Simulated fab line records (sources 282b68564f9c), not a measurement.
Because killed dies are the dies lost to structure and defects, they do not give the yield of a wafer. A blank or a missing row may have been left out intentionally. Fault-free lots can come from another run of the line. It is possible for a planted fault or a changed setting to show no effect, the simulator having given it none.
fab line records | flow rit-cmos
record: lots: 6 wafers: 18 last-day: 7
route steps=202 shown ACTIVE@1 FOX1@20 FOX2@23 M1@202
lots that met no fault: from a run of the same line without faults
start-h: hours from the record's opening day to when the first of the lot's shown wafers began | wait-h: hours from the lot's prior step to this one | " the same as in the row above | L1.1+2: a row that stands for several wafers | - no value present, or no start provided | * or withheld: withheld | < > ~ a bound
route shown NAME@n: names a module that has steps shown in the file, with the first one's number in the route | usual: mean/standard deviation of fault-free wafers | same: alike in all rows | chamber/n: place in a boat | sites: the reading at each site | _std_site: the values' standard deviation | _edge_site: outer sites' mean less inner sites' | radius-mm: for every site, how far away it sits from the centre of the wafer | mask NAME#n: copy n | behind: tool/chamber where the wafer was last shaped | hold: reason for holding the lot/hours on hold/outcome of the hold | device: the transistor (n, p or np) that didn't switch | end of line: tests of these same wafers at the route's end | a step with no rows: only its recipe | killed: the dies lost at the first sort to structure and to defects; this is not the yield of the wafer | map: a wafer's dies, marking killed ones x, the rest . and places with no die _
set.NAME: the setting that was run; set.NAME@STEP: the one run at that earlier step | model.NAME: the simulator's own value behind a step, which no gauge read
lots at some steps of the route; a table a step, a row a wafer
services: when a tool's chamber went out of use (start-h, in hours from the record's first day, below 0 if earlier), for how many hours, and the reason
== steps ==
step: RIT_ACTIVE_BOW_MEAS_00
recipe: mode: bow
usual: INCOMING_BOW: -1/6.3
columns lot.wafer tool chamber start-h wait-h INCOMING_BOW[um]
L679.3 film-metro-01 - 15.04 - 1
L679.4 " - " " 7
L679.5 " - " " 6
L680.1 film-metro-03 - 20.00 - -7
L680.2 " - " " 1
L680.4 " - " " 3
L691.2 film-metro-03 - 75.02 - -1
L691.5 " - " " 2
L691.6 " - " " 2
L692.4 film-metro-03 - 80.06 - 1
L692.5 " - " " -14
L692.6 " - " " -2
L700.1 film-metro-03 - 120.00 - -3
L700.3 " - " " 8
L700.6 " - " " 5
L701.2 film-metro-03 - 125.02 - -1
L701.4 " - " " -5
L701.6 " - " " 9
step: RIT_ACTIVE_OXIDATION_01
recipe: temp-c: 1000 ambient: O2 target-thk-a: 468 ox-time-s: 3360
usual: spike-tc-centre-C: 1003.3/1.6 spike-tc-load-C: 1029.9/2.8 spike-tc-source-C: 1023/3.1 tube-center-temp-C: 999.99/0.095 tube_center_temp_C_max: 1002.6/0.44 zone-power-centre-pct: 53.4/3 zone-power-load-pct: 34.4/1.4
columns lot.wafer tool chamber start-h wait-h spike-tc-centre-C spike-tc-load-C spike-tc-source-C tube-center-temp-C tube_center_temp_C_max zone-power-centre-pct zone-power-load-pct model.SiO2_of_ACTIVE_OXIDATION_01.thk-nm
L679.3 furnace-01 0 15.12 0.1 1001.0 1030.2 1020 999.96 1003.8 50.8 35.1 45.44
L679.4 " 0 " " 1003.5 1031.8 1021 1000.1 1002.8 49.9 34.6 44.69
L679.5 " 0 " " 1001.6 1033.1 1022 999.94 1002.5 50.7 35.0 45.51
L680.1 furnace-04 0 20.12 0.1 1004.4 1024.4 1027 1000.1 1002.3 56.2 32.6 45.94
L680.2 " 0 " " 1006.4 1026.2 1027 1000.1 1003.0 56.7 33.2 45.36
L680.4 " 0 " " 1006.1 1025.4 1029 999.88 1002.3 56.7 32.1 45.79
L691.2 furnace-04 0 77.63 2.6 1020.9 1040.9 1043 1015 1017.8 57.5 33.5 54.94
L691.5 " 0 " " 1018.2 1038.9 1044 1015 1017.9 58.9 33.1 53.59
L691.6 " 0 " " 1022.8 1040.7 1042 1015.2 1017.7 56.8 33.9 54.9
L692.4 furnace-04 0 80.63 0.6 1019.8 1041.3 1043 1015 1016.8 58.0 33.4 53.87
L692.5 " 0 " " 1019.9 1041.0 1043 1014.9 1017.1 57.6 33.7 54.46
L692.6 " 0 " " 1020.7 1038.7 1044 1015 1017.7 58.1 33.8 55.1
L700.1 furnace-01 0 120.12 0.1 1001.3 1031.3 1021 1000 1003.8 51.1 34.5 47.26
L700.3 " 0 " " 1004.1 1028.4 1020 999.94 1002.7 49.8 34.5 46.74
L700.6 " 0 " " 1003.2 1033.4 1020 1000.2 1002.6 50.9 34.6 46.56
L701.2 furnace-01 0 125.12 0.1 1002.5 1030.1 1021 1000 1002.9 51.5 35.0 47.98
L701.4 " 0 " " 1003.1 1029.3 1018 999.97 1002.7 50.9 34.9 48.1
L701.6 " 0 " " 1003.3 1029.7 1021 999.91 1003.3 50.5 35.2 47.8
step: RIT_ACTIVE_THK_MEAS_02
recipe: reads: SiO2_of_ACTIVE_OXIDATION_01
usual: ACTIVE_OXIDE_THK: 47.0/0.93
columns lot.wafer tool chamber start-h wait-h hold ACTIVE_OXIDE_THK[nm]
L679.3 film-metro-02 - 17.07 0.0 - 45.5
L679.4 " - " " - 44.7
L679.5 " - " " - 45.5
L680.1 film-metro-02 - 22.05 0.0 - 45.9
L680.2 " - " " - 45.3
L680.4 " - " " - 45.8
L691.2 film-metro-02 - 79.57 0.0 await-dispo/0.2h/release 55.0
L691.5 " - " " await-dispo/0.2h/release 53.6
L691.6 " - " " await-dispo/0.2h/release 54.9
L691.2 film-metro-02 - 79.80 0.2 - 55.0
L691.5 " - " " - 53.6
L691.6 " - " " - 54.9
L692.4 film-metro-03 - 82.60 0.0 await-dispo/0.2h/release 53.8
L692.5 " - " " await-dispo/0.2h/release 54.5
L692.6 " - " " await-dispo/0.2h/release 55.1
L692.4 film-metro-03 - 82.82 0.2 - 53.8
L692.5 " - " " - 54.4
L692.6 " - " " - 55.2
L700.1 film-metro-01 - 122.05 0.0 - 47.3
L700.3 " - " " - 46.7
L700.6 " - " " - 46.6
L701.2 film-metro-01 - 127.06 0.0 - 48.0
L701.4 " - " " - 48.1
L701.6 " - " " - 47.8
step: RIT_ACTIVE_THK_MEAS_04
recipe: reads: Si3N4_of_ACTIVE_CVD_03
usual: ACTIVE_NITRIDE_THK: 149.7/1.6
columns lot.wafer tool chamber start-h wait-h ACTIVE_NITRIDE_THK[nm]
L679.3 film-metro-02 - 18.55 0.0 146.3
L679.4 " - " " 147.8
L679.5 " - " " 145.7
L680.1 film-metro-03 - 23.53 0.0 149.0
L680.2 " - " " 146.8
L680.4 " - " " 148.9
L691.2 film-metro-02 - 82.61 0.0 149.8
L691.5 " - " " 149.9
L691.6 " - " " 148.3
L692.4 film-metro-03 - 90.64 0.1 154.1
L692.5 " - " " 154.2
L692.6 " - " " 153.6
L700.1 film-metro-03 - 123.53 0.0 150.2
L700.3 " - " " 150.0
L700.6 " - " " 150.7
L701.2 film-metro-03 - 128.54 0.0 147.9
L701.4 " - " " 149.0
L701.6 " - " " 150.1
step: RIT_ACTIVE_HMDS_05
recipe: prime-time-s: 60 prime-temp-c: 140
step: RIT_ACTIVE_COAT_06
recipe: resist: NOVOLAK spin-rpm: 3250 resist-thk-nm: 1000
step: RIT_ACTIVE_SOFTBAKE_07
recipe: resist: NOVOLAK temp-c: 90 time-s: 60
step: RIT_ACTIVE_EXPOSE_08
recipe: mask-id: M1 na: 0.6 source-shape: conventional sigma-outer: 0.6 target-cd-nm: 1400 dose-mj: 225
step: RIT_ACTIVE_PEB_09
recipe: resist: NOVOLAK temp-c: withheld time-s: withheld
step: RIT_ACTIVE_DEVELOP_10
recipe: resist: NOVOLAK develop-time-s: 50 dev-temp-c: 23
step: RIT_ACTIVE_CD_MEAS_11
recipe: target-cd-nm: 1400
usual: cd-nm: 1400.6/1.9
columns lot.wafer tool chamber start-h wait-h cd-nm
L679.3 cd-sem-01 - 19.48 - 1398.3
L679.4 " - " " 1400.3
L679.5 " - " " 1399.6
L680.1 cd-sem-02 - 24.44 - 1402.8
L680.2 " - " " 1402.6
L680.4 " - " " 1403.9
L691.2 cd-sem-01 - 83.95 - 1404.1
L691.5 " - " " 1403.3
L691.6 " - " " 1404.0
L692.4 cd-sem-01 - 91.92 - 1400.9
L692.5 " - " " 1397.3
L692.6 " - " " 1397.8
L700.1 cd-sem-01 - 124.44 - 1400.7
L700.3 " - " " 1401.5
L700.6 " - " " 1402.0
L701.2 cd-sem-01 - 129.58 - 1400.4
L701.4 " - " " 1400.2
L701.6 " - " " 1400.0
step: RIT_ACTIVE_HARDBAKE_12
recipe: resist: NOVOLAK temp-c: 140 time-s: 60
step: RIT_ACTIVE_ETCH_13
recipe: stop-on: SiO2 chemistry: SF6 target: Si3N4 time-s: 210 over-etch-frac: 0.4 SF6_flow_sccm: 200 pressure-mtorr: 260 rf-w: 125 target-depth-a: 2100
usual: drypump-motor-current-A: 5.8/0.41 oes-product-au: 0.816/0.013 throttle-valve-pct: 7.52/0.15
columns lot.wafer tool chamber start-h wait-h drypump-motor-current-A oes-product-au rf-hours-counter-h throttle-valve-pct
L679.3 rie-diel-03 2 19.71 0.1 6.5 0.814 95 7.70
L679.4 " 0 " " 5.9 0.815 156 7.53
L679.5 " 0 " " 5.9 0.807 - 7.54
L680.1 rie-diel-02 3 24.71 0.1 5.8 0.786 78 7.55
L680.2 " 0 " " 5.0 0.813 75 7.52
L680.4 " 1 " " 6.1 0.829 4 7.68
L691.2 rie-diel-03 2 84.29 0.1 6.5 0.822 96 7.70
L691.5 " 0 " " 5.9 0.814 - 7.52
L691.6 " 1 " " 5.6 0.799 - 7.24
L692.4 rie-diel-03 2 92.13 0.1 6.5 0.836 96 7.70
L692.5 " 1 " " 5.6 0.821 - 7.23
L692.6 " 2 " " 6.4 0.840 - 7.72
L700.1 rie-diel-03 1 124.93 0.1 5.6 0.810 136 7.23
L700.3 " 2 " " 6.5 0.830 97 7.69
L700.6 " 3 " " 5.7 0.843 - 7.36
L701.2 rie-diel-02 2 129.83 0.1 6.1 0.793 6 7.47
L701.4 " 3 " " 5.9 0.797 80 7.54
L701.6 " 2 " " 6.1 0.805 - 7.45
step: RIT_ACTIVE_STRIP_14
recipe: chemistry: O2 time-s: 180 resist: NOVOLAK platen-temp-c: withheld power-w: 500 pressure-mtorr: 4000 o2-flow-sccm: 4000
usual: drypump-motor-current-A: 6.02/0.19 o2-flow-sccm: 4002/11
columns lot.wafer tool chamber start-h wait-h drypump-motor-current-A o2-flow-sccm rf-hours-counter-h
L679.3 plasma-asher-03 0 19.90 0.1 5.92 3995 -
L679.4 " 1 " " 6.27 4002 -
L679.5 " 0 " " 5.89 3993 -
L680.1 plasma-asher-01 1 24.84 0.1 6.16 3996 38
L680.2 " 0 " " 5.93 4000 38
L680.4 " 0 " " 5.91 4008 -
L691.2 plasma-asher-03 0 84.65 0.3 5.87 4001 44
L691.5 " 1 " " 6.30 3989 -
L691.6 " 0 " " 5.88 4005 -
L700.1 plasma-asher-02 0 125.07 0.1 5.96 3993 49
L700.3 " 1 " " 5.71 4001 -
L700.6 " 0 " " 5.97 4001 -
L692.4 plasma-asher-01 1 128.54 36.3 6.16 3993 -
L692.5 " 1 " " 6.14 4007 -
L692.6 " 0 " " 5.93 3996 -
L701.2 plasma-asher-03 1 129.97 0.1 6.29 4001 51
L701.4 " 1 " " 6.32 4008 -
L701.6 " 0 " " 5.85 4024 -
step: RIT_ACTIVE_CD_MEAS_90
recipe: target-cd-nm: 1400
usual: cd-nm: 1400.7/1.9
columns lot.wafer tool chamber start-h wait-h cd-nm
L679.3 cd-sem-01 - 20.06 0.1 1398.7
L679.4 " - " " 1400.4
L679.5 " - " " 1400.0
L680.1 cd-sem-01 - 25.02 0.1 1403.3
L680.2 " - " " 1402.7
L680.4 " - " " 1403.9
L691.2 cd-sem-02 - 84.85 0.1 1403.9
L691.5 " - " " 1403.3
L691.6 " - " " 1403.8
L700.1 cd-sem-02 - 125.24 0.1 1400.3
L700.3 " - " " 1401.3
L700.6 " - " " 1402.4
L692.4 cd-sem-01 - 128.72 0.1 1400.8
L692.5 " - " " 1397.6
L692.6 " - " " 1397.9
L701.2 cd-sem-02 - 130.16 0.1 1400.9
L701.4 " - " " 1400.6
L701.6 " - " " 1400.1
step: RIT_ACTIVE_CLEAN_15
recipe: chemistry: SC1 mix: 3:3:50 time-s: 600 temp-c: 75
step: RIT_ACTIVE_CLEAN_16
recipe: chemistry: dHF dilution: 50:1 time-s: 30
step: RIT_ACTIVE_CLEAN_17
recipe: chemistry: SC2 mix: 3:3:50 time-s: 600 temp-c: 75 dry: n2-spin
step: RIT_FOX1_OXIDATION_00
recipe: temp-c: 1100 ambient: H2O target-thk-a: 3507 p-h2o-torr: 720 ox-time-s: 1130
step: RIT_FOX1_THK_MEAS_01
recipe: reads: SiO2_of_FOX1_OXIDATION_00
usual: FOX1_OXIDE_THK: 349/7.5
columns lot.wafer tool chamber start-h wait-h FOX1_OXIDE_THK[nm]
L679.3 film-metro-03 - 21.84 0.0 347
L679.4 " - " " 343
L679.5 " - " " 345
L680.1 film-metro-02 - 26.82 0.0 353
L680.2 " - " " 354
L680.4 " - " " 350
L691.2 film-metro-02 - 87.17 0.1 359
L691.5 " - " " 363
L691.6 " - " " 362
L700.1 film-metro-04 - 127.06 0.0 363
L700.3 " - " " 356
L700.6 " - " " 361
L692.4 film-metro-02 - 130.49 0.0 351
L692.5 " - " " 356
L692.6 " - " " 355
L701.2 film-metro-03 - 131.96 0.0 350
L701.4 " - " " 344
L701.6 " - " " 347
step: RIT_FOX1_WET_ETCH_02
recipe: chemistry: BOE target-depth-nm: 350 time-s: 390 temp-c: 21.5 dry: n2-spin dilution: 10:1 target: SiO2
step: RIT_FOX2_OXIDATION_00
recipe: temp-c: 1100 ambient: H2O target-thk-a: 3507 p-h2o-torr: 720 ox-time-s: 1130
step: RIT_FOX2_THK_MEAS_01
recipe: reads: SiO2_of_FOX2_OXIDATION_00
usual: FOX2_OXIDE_THK: 353/6
columns lot.wafer tool chamber start-h wait-h FOX2_OXIDE_THK[nm]
L679.3 film-metro-04 - 23.33 0.0 343
L679.4 " - " " 344
L679.5 " - " " 343
L680.1 film-metro-04 - 28.31 0.0 358
L680.2 " - " " 352
L680.4 " - " " 356
L691.2 film-metro-04 - 88.93 0.0 347
L691.5 " - " " 356
L691.6 " - " " 341
L700.1 film-metro-04 - 129.38 0.0 358
L700.3 " - " " 349
L700.6 " - " " 357
L692.4 film-metro-04 - 132.00 0.0 345
L692.5 " - " " 350
L692.6 " - " " 348
L701.2 film-metro-04 - 133.45 0.0 353
L701.4 " - " " 357
L701.6 " - " " 357
step: RIT_FOX2_CLEAN_02
recipe: chemistry: dHF dilution: 50:1 time-s: 180
step: RIT_FOX2_WET_ETCH_03
recipe: chemistry: H3PO4 target: Si3N4 target-depth-nm: 195 temp-c: 165 time-s: 2700
columns lot.wafer tool chamber start-h wait-h model.SiO2_of_ACTIVE_OXIDATION_01.thk-nm
L679.3 wet-bench-03 2 23.43 0.0 40.38
L679.4 " 2 " " 39.7
L679.5 " 2 " " 40.41
L680.1 wet-bench-03 1 28.43 0.0 40.82
L680.2 " 1 " " 39.27
L680.4 " 1 " " 40.68
L691.2 wet-bench-01 0 89.05 0.0 48.79
L691.5 " 0 " " 47.54
L691.6 " 0 " " 48.7
L700.1 wet-bench-01 2 129.50 0.0 41.86
L700.3 " 2 " " 41.4
L700.6 " 2 " " 40.91
L692.4 wet-bench-02 1 132.09 0.0 47.84
L692.5 " 1 " " 48.4
L692.6 " 1 " " 48.98
L701.2 wet-bench-02 0 133.56 0.0 42.54
L701.4 " 0 " " 42.63
L701.6 " 0 " " 42.36
step: RIT_FOX2_THK_MEAS_90
recipe: reads: SiO2_of_FOX2_OXIDATION_00
usual: FIELD_OXIDE_LEFT_1_THK: 326/6.1
columns lot.wafer tool chamber start-h wait-h FIELD_OXIDE_LEFT_1_THK[nm]
L679.3 film-metro-01 - 24.21 0.0 316
L679.4 " - " " 317
L679.5 " - " " 315
L680.1 film-metro-03 - 29.19 0.0 330
L680.2 " - " " 325
L680.4 " - " " 329
L691.2 film-metro-04 - 89.96 0.0 320
L691.5 " - " " 328
L691.6 " - " " 313
L700.1 film-metro-03 - 130.26 0.0 330
L700.3 " - " " 321
L700.6 " - " " 330
L692.4 film-metro-04 - 132.88 0.0 317
L692.5 " - " " 322
L692.6 " - " " 321
L701.2 film-metro-01 - 134.33 0.0 325
L701.4 " - " " 329
L701.6 " - " " 329
step: RIT_M1_PROBE_99
usual: killed-at-contacts: 0.1/0.38 killed-at-front-end: 6.9/2.9 killed-dies: 7.1/3 killed-open: 3.5/2.1 killed-short: 3.5/2
same: gross-dies: 264 killed_at_M0_to_M3: 0 killed_at_M4_up: 0 killed-at-back-side: 0 killed-at-other: 0
columns lot.wafer tool chamber start-h wait-h killed-at-contacts killed-at-front-end killed-dies killed-open killed-short
L691.2 prober-01 - 137.03 0.1 0 3 3 2 1
L691.5 prober-01 - 137.18 0.2 2 6 8 3 5
L691.6 prober-01 - 137.23 0.2 0 6 6 4 2
killed by level:class
L691.2 SPACER:geometric-particle:open=2 SPACER:geometric-particle:short=1
L691.5 ACTIVE:geometric-particle:short=1 FOX2:geometric-particle:open=1 GATE:geometric-particle:short=1 GATE:geometric-particle:open=1 SPACER:geometric-particle:short=1 SILICIDE:geometric-particle:short=1 CONTACT:geometric-particle:short=1 CONTACT:geometric-particle:open=1
L691.6 FOX2:geometric-particle:open=1 GATE:geometric-particle:open=1 SPACER:geometric-particle:open=1 SPACER:geometric-particle:short=1 SILICIDE:geometric-particle:open=1 SILICIDE:geometric-particle:short=1
== services ==
columns tool chamber start-h hours kind
rie-diel-03 3 25.42 6.3 repair
wet-bench-03 - 44.06 2.1 repair
plasma-asher-03 - 45.70 3.9 repair
rie-diel-02 0 51.41 5.0 repair
rie-diel-02 1 53.56 2.0 repair
rie-diel-03 1 59.09 4.2 repair
furnace-01 - 61.05 20.9 pm
rie-diel-03 2 61.72 3.1 repair
wet-bench-01 - 69.82 7.1 repair
rie-diel-02 0 76.21 10.0 repair
furnace-01 - 81.95 3.4 pm
rie-diel-03 0 107.41 - clean
rie-diel-03 0 107.41 17.7 scheduled-down
rie-diel-03 0 107.41 17.7 vent-cycle
plasma-asher-01 - 130.40 9.0 pm
plasma-asher-01 0 130.40 9.0 vent-cycle
plasma-asher-01 1 130.40 9.0 vent-cycle
== key ==
first-sign: step: RIT_ACTIVE_OXIDATION_01 reading: tube-center-temp-C direction: up sigmas: 99+ usual: * struck: *
effect: step: RIT_ACTIVE_OXIDATION_01 reading: tube_center_temp_C_max direction: up sigmas: 34 usual: * struck: *
effect: step: RIT_ACTIVE_THK_MEAS_02 reading: visit direction: added
effect: step: RIT_ACTIVE_THK_MEAS_02 reading: ACTIVE_OXIDE_THK direction: up sigmas: 8.1 usual: 47.0 struck: 54.5
model-effect: step: RIT_ACTIVE_OXIDATION_01 value: SiO2_of_ACTIVE_OXIDATION_01.thk-nm without: 47.24 struck: 54.48
model-effect: step: RIT_FOX2_WET_ETCH_03 value: SiO2_of_ACTIVE_OXIDATION_01.thk-nm without: 41.94 struck: 48.37
met-at RIT_ACTIVE_OXIDATION_01
struck-wafers L691.2,L691.5,L691.6,L692.4,L692.5,L692.6
rows-end L692.4,L692.5,L692.6
tester-left-out L691
fault: kind: process-parameter-drift tool: furnace-04 chamber: - onset-h: 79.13 steps: RIT_ACTIVE_OXIDATION_01 channel: temp-c offset: * shape: step end-h: 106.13 acts-in: * stated: *
tester-left-out: of these lots the tester's yield and bins aren't shown, on N5 and GAA mostly nor the transistor test; their killed dies are dies lost to structure and defects alone, not to doping, threshold or leakage, so they don't give the yield
rows-end: these wafers met a further fault down the route, and their rows from its step on are left out
